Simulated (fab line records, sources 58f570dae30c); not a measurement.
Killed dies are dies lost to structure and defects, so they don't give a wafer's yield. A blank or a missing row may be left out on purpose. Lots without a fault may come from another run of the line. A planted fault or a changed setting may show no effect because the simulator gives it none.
One fault seen from 2 desks | flow berkeley_cmos170 | each desk has only its own numbers; what lay behind them comes last

THE TOOL OWNER'S DESK: rie_diel-03
The tool's own readings at UCB170_NWELL_ETCH_13 (etches Si3N4 in CH3F/Ar/O2, stops on SiO2, target depth 246.4 nm, time 154 s): means of the sampled wafers that have a number, for each lot that ran on this tool. A lot is out of limits, marked OUT, if its mean lies more than 4 standard deviations from the usual mean; the brackets give that distance.
Columns: A = drypump_motor_current_A at UCB170_NWELL_ETCH_13, usual 5.5 A; B = oes_product_au at UCB170_NWELL_ETCH_13, usual 0.935 a.u.; C = throttle_valve_pct at UCB170_NWELL_ETCH_13, usual 8.10 %
lot  | first seen here | A   | B                | C
L487 | day 2 11:41     | 5.5 | 0.942            | 8.22
L488 | day 2 17:46     | 5.5 | 0.928            | 8.11
L493 | day 3 16:25     | 5.6 | 0.920            | 7.99
L497 | day 4 14:46     | 5.5 | 0.944            | 8.21
L498 | day 4 21:13     | 5.3 | 0.849 (-5.1) OUT | 8.22
L501 | day 5 16:03     | 5.3 | 0.895            | 8.23
This desk's finding: out of limits on L498; first on L498, day 4 21:13 (oes_product_au at UCB170_NWELL_ETCH_13). In limits: L487, L488, L493, L497, L501.

THE METROLOGY DESK
What the gauges read, lot by lot, whatever tool the lot ran on: means of the sampled wafers that have a number. A lot is out of limits, marked OUT, if its mean lies more than 4 standard deviations from the usual mean; the brackets give that distance.
Columns: A = NWELL_OXIDE_THK at UCB170_NWELL_THK_MEAS_02, usual 26.1 nm; B = GATE_OXIDE_THK at UCB170_GATE_THK_MEAS_02, usual 6.57 nm
lot  | first seen here | A    | B
L487 | day 2 03:27     | 26.0 | 6.51
L488 | day 2 11:55     | 25.7 | 6.52
L489 | day 2 17:35     | 26.4 | 6.59
L491 | day 2 20:26     | 25.8 | 6.44
L492 | day 3 06:04     | 26.2 | 6.62
L493 | day 3 10:41     | 26.2 | 6.73
L494 | day 3 12:10     | 26.4 | 6.46
L497 | day 4 05:44     | 26.6 | 6.53
L498 | day 4 10:28     | 26.3 | 6.46
L500 | day 5 02:39     | 25.9 | 6.39
L501 | day 5 08:33     | 26.6 | 6.49
L504 | day 5 15:22     | 25.6 | 6.46
L507 | day 6 12:07     | 26.2 | 6.81
L509 | day 6 21:39     | 25.5 | 6.78
This desk's finding: nothing out of limits on any of the 14 lots.

PUT TOGETHER
The tool owner's desk could have raised an alarm at day 4 21:13, on L498.
The metrology desk saw nothing out of limits.
The metrology desk has L498 on record, within its limits.
Of the lots named, all ran UCB170_NWELL_ETCH_13 on rie_diel-03.

WHAT THE SIMULATOR HAD PUT IN
Process parameter drift: rie_diel-03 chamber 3, from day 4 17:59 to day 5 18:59, at UCB170_NWELL_ETCH_13. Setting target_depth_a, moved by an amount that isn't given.
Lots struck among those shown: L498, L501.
Hours from the fault's start to each desk's first reading out of limits: the tool owner's desk, 3.
